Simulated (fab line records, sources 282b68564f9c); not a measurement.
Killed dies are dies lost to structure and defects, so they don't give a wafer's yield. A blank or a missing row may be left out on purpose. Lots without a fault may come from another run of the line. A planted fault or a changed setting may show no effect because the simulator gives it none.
fab line records | flow rit_cmos
record lots=5 wafers=15 last_day=6
route steps=202 shown M1@196
lots that met no fault: from a run of the same line without faults
start_h: hours from the record's first day to the start of the lot's first wafer shown | wait_h: hours since the lot's step before | " the same as in the row above | L1.1+2: a row that stands for several wafers | - no value, or no start given | * or withheld: withheld | < > ~ a bound
route shown NAME@n: a module of which the file shows steps, and the number in the route of the first | usual: mean/standard deviation of fault-free wafers | same: alike in all rows | chamber/n: place in a boat | sites: the reading at each site | _std_site: their standard deviation | _edge_site: outer sites' mean less inner sites' | radius_mm: how far each site lies from the wafer's centre | mask NAME#n: copy n | behind: the tool/chamber that last shaped the wafer | hold: why the lot was held/for how many hours/how that ended | device: the transistor (n, p or np) that didn't switch | end of line: the same wafers' tests at the end of the route | a step without rows: its recipe alone | killed: dies lost to structure and defects at the first sort, not the wafer's yield | map: a wafer's dies, x killed, . not, _ none there
set.NAME: the setting as run; set.NAME@STEP: as run at that earlier step | model.NAME: the simulator's own value behind a step, which no gauge read
lots at some steps of the route; a table a step, a row a wafer
services: from which hour (start_h, from the record's first day; less than 0 if before it) a tool's chamber was out of use, for how many hours, and why
## steps
# step RIT_M1_METAL_ETCH_12
# recipe stop_on=SiO2 chemistry=Cl2/BCl3 target=Al time_s=165 over_etch_frac=0.5 pressure_mtorr=100 target_depth_a=6000 rf_w=250 Cl2_flow_sccm=60 bcl3_flow_sccm=50
# usual chamber_pressure_mTorr=100.00/0.086 drypump_motor_current_A=5.5/0.5 mfc_cl2_sccm=59.99/0.17 oes_product_au=0.781/0.014 throttle_valve_pct=8.25/0.052
# same over_etch_frac=0.5 time_s=165
# columns lot.wafer tool chamber start_h wait_h chamber_pressure_mTorr drypump_motor_current_A mfc_cl2_sccm oes_product_au rf_hours_counter_h throttle_valve_pct
L077.1 rie_metal-01 0 71.91 0.2 99.94 5.1 59.80 0.759 37 8.17
L077.4 " 1 " " 100.17 5.8 59.89 0.776 - 8.24
L077.6 " 1 " " 100.17 5.8 59.81 0.776 - 8.23
L080.1 rie_metal-01 1 84.69 0.2 99.93 5.8 59.94 0.774 37 8.25
L080.3 " 1 " " 99.95 5.8 59.99 0.787 - 8.24
L080.4 " 0 " " 100.04 5.0 60.09 0.779 - 8.15
L082.1 rie_metal-03 0 95.42 0.2 99.97 5.7 59.74 0.790 3 8.26
L082.3 " 1 " " 100.10 4.7 60.34 0.763 - 8.25
L082.4 " 0 " " 99.83 5.7 59.92 0.802 - 8.26
L083.3 rie_metal-01 0 101.03 0.2 100.13 5.1 59.89 0.768 - 8.13
L083.5 " 1 " " 99.97 5.8 59.99 0.782 - 8.24
L083.6 " 0 " " 99.93 5.1 60.15 0.769 - 8.15
L090.1 rie_metal-03 1 134.16 0.2 100.21 4.7 60.30 0.762 3 8.25
L090.2 " 0 " " 99.99 5.7 59.95 0.791 3 8.27
L090.4 " 1 " " 100.02 4.7 60.15 0.769 - 8.25
# step RIT_M1_STRIP_13
# recipe chemistry=nmp resist=NOVOLAK temp_c=80 time_s=600 dry=n2_spin
# same time_s=600
# columns lot.wafer tool chamber start_h wait_h
L077.1+4+6 wet_bench-01 2 72.07 0.1
L080.1+3+4 wet_bench-02 1 84.85 0.1
L082.1+3+4 wet_bench-03 2 95.58 0.1
L083.3+5+6 wet_bench-02 2 101.13 0.1
L090.1+2+4 wet_bench-01 2 134.33 0.1
# step RIT_M1_STRIP_14
# recipe chemistry=O2 time_s=180 platen_temp_c=withheld power_w=500 pressure_mtorr=4000 o2_flow_sccm=4000
# usual chamber_pressure_mTorr=4000/3.8 drypump_motor_current_A=5.9/0.34 o2_flow_sccm=3997/12
# same time_s=180
# columns lot.wafer tool chamber start_h wait_h chamber_pressure_mTorr drypump_motor_current_A o2_flow_sccm rf_hours_counter_h
L077.1 plasma_asher-01 0 72.25 0.0 4002 6.1 4002 38
L077.4 " 0 " " 3998 6.1 3992 -
L077.6 " 1 " " 3998 5.4 3988 -
L080.1 plasma_asher-04 0 85.03 0.0 3997 6.3 3978 47
L080.3 " 0 " " 4002 6.2 3989 -
L080.4 " 1 " " 3993 6.1 3985 -
L082.1 plasma_asher-04 1 95.76 0.0 4007 6.1 4004 48
L082.3 " 0 " " 4006 6.3 4010 -
L082.4 " 1 " " 3998 6.1 4015 -
L083.3 plasma_asher-01 1 101.38 0.1 3999 5.4 3986 -
L083.5 " 1 " " 3995 5.4 3996 -
L083.6 " 0 " " 3994 6.1 3980 -
L090.1 plasma_asher-03 0 134.50 0.0 4006 6.3 4027 37
L090.2 " 1 " " 4004 5.6 4010 37
L090.4 " 1 " " 3995 5.5 4003 -
# step RIT_M1_CD_MEAS_90
# recipe target_cd_nm=2600
# usual cd_nm=2601/3.3
# columns lot.wafer tool chamber start_h wait_h cd_nm
L077.1 cd_sem-02 - 72.42 0.1 2605
L077.4 " - " " 2604
L077.6 " - " " 2600
L080.1 cd_sem-02 - 85.20 0.1 2601
L080.3 " - " " 2599
L080.4 " - " " 2605
L082.1 cd_sem-01 - 95.93 0.1 2601
L082.3 " - " " 2601
L082.4 " - " " 2604
L083.3 cd_sem-01 - 101.54 0.1 2601
L083.5 " - " " 2601
L083.6 " - " " 2600
L090.1 cd_sem-02 - 134.68 0.1 2600
L090.2 " - " " 2598
L090.4 " - " " 2602
# step RIT_M1_ANNEAL_15
# recipe temp_c=450 time_s=1800 ambient=forming_gas_H2N2
# usual spike_tc_centre_C=452.8/2 zone_power_centre_pct=20.2/0.93
# same time_s=1800
# columns lot.wafer tool chamber start_h wait_h spike_tc_centre_C zone_power_centre_pct
L077.1 - - 73.48 1.0 451.1 19.6
L077.4 " - " " 452.1 20.0
L077.6 " - " " 449.2 20.0
L080.1 - - 86.59 1.4 450.8 19.8
L080.3 " - " " 451.7 19.7
L080.4 " - " " 449.9 19.5
L082.1 - - 96.46 0.5 454.7 19.8
L082.3 " - " " 454.0 19.3
L082.4 " - " " 455.1 19.3
L083.3 - - 101.62 0.1 453.5 21.5
L083.5 " - " " 454.6 21.7
L083.6 " - " " 453.7 21.5
L090.1 - - 134.80 0.1 449.7 19.9
L090.2 " - " " 451.6 19.7
L090.4 " - " " 451.4 19.8
# step RIT_M1_BOW_MEAS_16
# recipe mode=bow
# usual M1_BOW=15/6.9
# columns lot.wafer tool chamber start_h wait_h M1_BOW[um]
L077.1 film_metro-02 - 74.98 0.0 15
L077.4 " - " " 20
L077.6 " - " " 8
L080.1 film_metro-02 - 88.09 0.0 18
L080.3 " - " " 27
L080.4 " - " " 26
L082.1 film_metro-04 - 97.96 0.0 15
L082.3 " - " " 10
L082.4 " - " " 21
L083.3 film_metro-04 - 103.16 0.0 10
L083.5 " - " " 15
L083.6 " - " " 9
L090.1 film_metro-04 - 136.30 0.0 20
L090.2 " - " " 14
L090.4 " - " " 19
# step RIT_M1_PROBE_99
# usual defect_limited_yield=97.4/1.2 killed_at_front_end=7/3.1 killed_dies=7/3.1 killed_open=3.4/2.1 killed_short=3.5/2 sort_bin_3_pad_short=0.1/0.24 sort_bin_5_function=1.5/0.82 sort_bin_6_memory=1.0/0.69 sort_n_pass=257/3.1 sort_yield_pct=97.4/1.2
# same gross_dies=264 killed_at_M0_to_M3=0 killed_at_M4_up=0 killed_at_back_side=0 killed_at_contacts=0 killed_at_other=0
# columns lot.wafer tool chamber start_h wait_h defect_limited_yield[%] killed_at_front_end killed_dies killed_open killed_short sort_bin_3_pad_short[%] sort_bin_5_function[%] sort_bin_6_memory[%] sort_n_pass sort_yield_pct[%]
L077.1 prober-01 - 75.10 0.1 97.3 7 7 5 2 0 1.9 0.8 257 97.3
L077.4 prober-01 - 75.25 0.2 98.1 5 5 3 2 0.4 0.8 0.8 259 98.1
L077.6 prober-01 - 75.35 0.2 97.7 6 6 2 4 0 0.8 1.5 258 97.7
L080.1 prober-02 - 88.21 0.1 95.5 12 12 6 6 0 2.7 1.9 252 95.5
L080.3 prober-02 - 88.31 0.2 98.1 5 5 2 3 0.4 1.5 0 259 98.1
L080.4 prober-02 - 88.36 0.2 97.0 8 8 5 3 0 1.9 1.1 256 97.0
L082.1 prober-02 - 98.08 0.1 96.6 9 9 4 5 0.4 1.9 1.1 255 96.6
L082.3 prober-02 - 98.18 0.2 97.3 7 7 3 4 0.4 1.9 0.4 257 97.3
L082.4 prober-02 - 98.23 0.2 98.5 4 4 2 2 0 0.8 0.8 260 98.5
L083.3 prober-01 - 103.34 0.2 98.1 5 5 2 3 0.4 1.5 0 259 98.1
L083.5 prober-01 - 103.44 0.2 96.6 9 9 6 3 0 1.5 1.9 255 96.6
L083.6 prober-01 - 103.49 0.2 97.7 6 6 4 2 0 1.5 0.8 258 97.7
L090.1 prober-01 - 136.42 0.1 96.2 10 10 6 4 0.4 1.9 1.5 254 96.2
L090.2 prober-01 - 136.47 0.1 98.9 3 3 1 2 0 0 1.1 261 98.9
L090.4 prober-01 - 136.57 0.2 97.0 8 8 2 6 0 0.8 2.3 256 97.0
# killed by level:class
L077.1 GATE:geometric_particle:open=2 FOX2:geometric_particle:open=1 GATE:geometric_particle:short=1 REOX:geometric_particle:open=1 SPACER:geometric_particle:short=1 SPACER:geometric_particle:open=1
L077.4 GATE:geometric_particle:open=2 SILICIDE:geometric_particle:short=2 REOX:geometric_particle:open=1
L077.6 FOX1:geometric_particle:short=3 GATE:geometric_particle:open=1 REOX:geometric_particle:short=1 SPACER:geometric_particle:open=1
L080.1 FOX2:geometric_particle:open=2 GATE:geometric_particle:open=2 GATE:geometric_particle:short=2 FOX1:geometric_particle:short=1 FOX2:geometric_particle:short=1 SPACER:geometric_particle:short=1 SPACER:geometric_particle:open=1 SILICIDE:geometric_particle:open=1
L080.3 GATE:geometric_particle:short=2 FOX2:geometric_particle:short=1 GATE:geometric_particle:open=1 SILICIDE:geometric_particle:open=1
L080.4 GATE:geometric_particle:open=3 SILICIDE:geometric_particle:short=2 FOX1:geometric_particle:open=1 GATE:geometric_particle:short=1 SILICIDE:geometric_particle:open=1
L082.1 REOX:geometric_particle:short=3 SPACER:geometric_particle:open=2 GATE:geometric_particle:open=1 GATE:geometric_particle:short=1 SPACER:geometric_particle:short=1 SILICIDE:geometric_particle:open=1
L082.3 GATE:geometric_particle:short=3 FOX1:geometric_particle:open=1 REOX:geometric_particle:open=1 SPACER:geometric_particle:open=1 SILICIDE:geometric_particle:short=1
L082.4 SPACER:geometric_particle:short=2 GATE:geometric_particle:open=1 SPACER:geometric_particle:open=1
L083.3 GATE:geometric_particle:short=2 FOX1:geometric_particle:short=1 GATE:geometric_particle:open=1 SILICIDE:geometric_particle:open=1
L083.5 GATE:geometric_particle:open=3 GATE:geometric_particle:short=3 FOX1:geometric_particle:open=1 SPACER:geometric_particle:open=1 SILICIDE:geometric_particle:open=1
L083.6 GATE:geometric_particle:open=4 GATE:geometric_particle:short=2
L090.1 GATE:geometric_particle:short=3 GATE:geometric_particle:open=3 FOX1:geometric_particle:open=2 REOX:geometric_particle:short=1 SILICIDE:geometric_particle:open=1
L090.2 FOX1:geometric_particle:open=1 FOX1:geometric_particle:short=1 SILICIDE:geometric_particle:short=1
L090.4 GATE:geometric_particle:short=2 SPACER:geometric_particle:short=2 FOX2:geometric_particle:open=1 FOX2:geometric_particle:short=1 GATE:geometric_particle:open=1 SILICIDE:geometric_particle:short=1
## services
# columns tool chamber start_h hours kind
furnace-02 - 72.28 2.9 pm
furnace-04 - 83.67 3.8 pm
furnace-02 - 87.88 3.8 pm
plasma_asher-03 - 93.85 2.8 pm
plasma_asher-01 - 120.14 15.6 pm
rie_metal-01 - 133.99 1.4 pm
## key
fault none
